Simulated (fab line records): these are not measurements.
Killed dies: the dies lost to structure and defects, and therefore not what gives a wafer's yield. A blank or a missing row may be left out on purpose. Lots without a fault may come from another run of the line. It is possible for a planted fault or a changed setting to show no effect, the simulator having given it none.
A struck lot beside a sound one | flow ritCmos | 15 out of 202 route steps
Sound: wafers L569.1, L569.2, L569.4. The struck wafers were L572.1, L572.4, L572.5. The cause comes at the end.
Per side, at each step with rows, come the tool, then ch with its chambers, and then its first start. Under that, the readings that differ: sound wafers | struck wafers | difference of the means | sigmas: that difference in standard deviations of wafers without a fault.
alike: readings whose means differ by less than 2 such deviations, and words and numbers that are the same on both sides. not compared: withheld readings, readings that some wafer has no value for, bounds like >300 that may hide the same value, and numbers for which the record gives no deviation and whose values overlap.
A row with sigmas, a row that says differs or no value, or rows on one side alone: a step with any of these is where the two part. When numbers do not overlap yet have no deviation, they are printed without sigmas and do not part them. A reading that every wafer of one side lacks parts them only if that side has two wafers or more.

RIT_GATE_THK_MEAS_07:
  sound: filmMetro-04 at day 2 20:19; struck: filmMetro-04 at day 3 21:28
  alike: GATE_OXIDE_THK
then, 1 step without rows for these wafers: RIT_GATE_CVD_08 (deposits poly-Si from SiH4, target thk 250 nm, time 2220 s).
RIT_GATE_THK_MEAS_09:
  sound: filmMetro-04 at day 2 22:09; struck: filmMetro-03 at day 3 23:08
  alike: GATE_POLY_THK
then, 6 steps without rows for these wafers: RIT_GATE_HMDS_10 (prime time 60 s); RIT_GATE_COAT_11 (resist thk 833.8 nm); RIT_GATE_SOFTBAKE_12 (time 60 s); RIT_GATE_EXPOSE_13 (exposes mask M6, target cd 150 nm); RIT_GATE_PEB_14; RIT_GATE_DEVELOP_15 (develop time 50 s).
RIT_GATE_CD_MEAS_16: the cd target is 150 nm.
  sound: cdSem-01 at day 2 23:08; struck: cdSem-01 at day 4 00:28
  alike: cdNm
RIT_GATE_OVL_MEAS_17:
  sound: overlay-01 at day 2 23:15; struck: overlay-02 at day 4 00:35
  alike: GATE_OVL
then, 1 step without rows for these wafers: RIT_GATE_HARDBAKE_18 (time 60 s).
RIT_GATE_ETCH_19: etches poly-Si in SF6/CHF3/O2, stops on SiO2, time 165 s, target depth 312.5 nm.
  sound on rieSi-01 ch 0,2,3, day 2 23:28; struck on rieSi-01 ch 0,1,3, day 4 00:46
reading                                  | sound             | struck            | difference | sigmas
oesProductAu (a.u.)                      | 0.843 0.841 0.833 | 0.971 1.053 1.041 | +0.183     | +17
model.GATE.featureDepthNm (nm)           | 248.8 250.8 250.6 | 208.5 222.5 221.3 | -32.6      | 
model.etch.depthNm (nm)                  | 248.8 250.8 250.6 | 208.5 222.5 221.3 | -32.6      | 
model.NOVOLAK_of_GATE_COAT_11.thkNm (nm) | 654.7 658.3 658.7 | 685.1 680.2 685.1 | +26.2      | 
  alike: drypumpMotorCurrentA, throttleValvePct
  not compared: rfHoursCounterH
RIT_GATE_STRIP_20: strips in O2, time 180 s.
  sound on plasmaAsher-04 ch 0,1, day 2 23:34; struck on plasmaAsher-03 ch 0,1, day 4 00:53
  alike: drypumpMotorCurrentA, rfReflPowerW
  not compared: rfHoursCounterH
RIT_M1_PROBE_99:
  record: rows for the struck wafers here (prober-02, day 4 23:19), none for the sound ones

WHERE THEY PART
Earliest at RIT_GATE_ETCH_19; latest, in this record, at RIT_M1_PROBE_99.

WHY: what had been put in by the simulator
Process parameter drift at RIT_GATE_ETCH_19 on rieSi-01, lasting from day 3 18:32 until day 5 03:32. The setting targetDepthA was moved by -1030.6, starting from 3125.
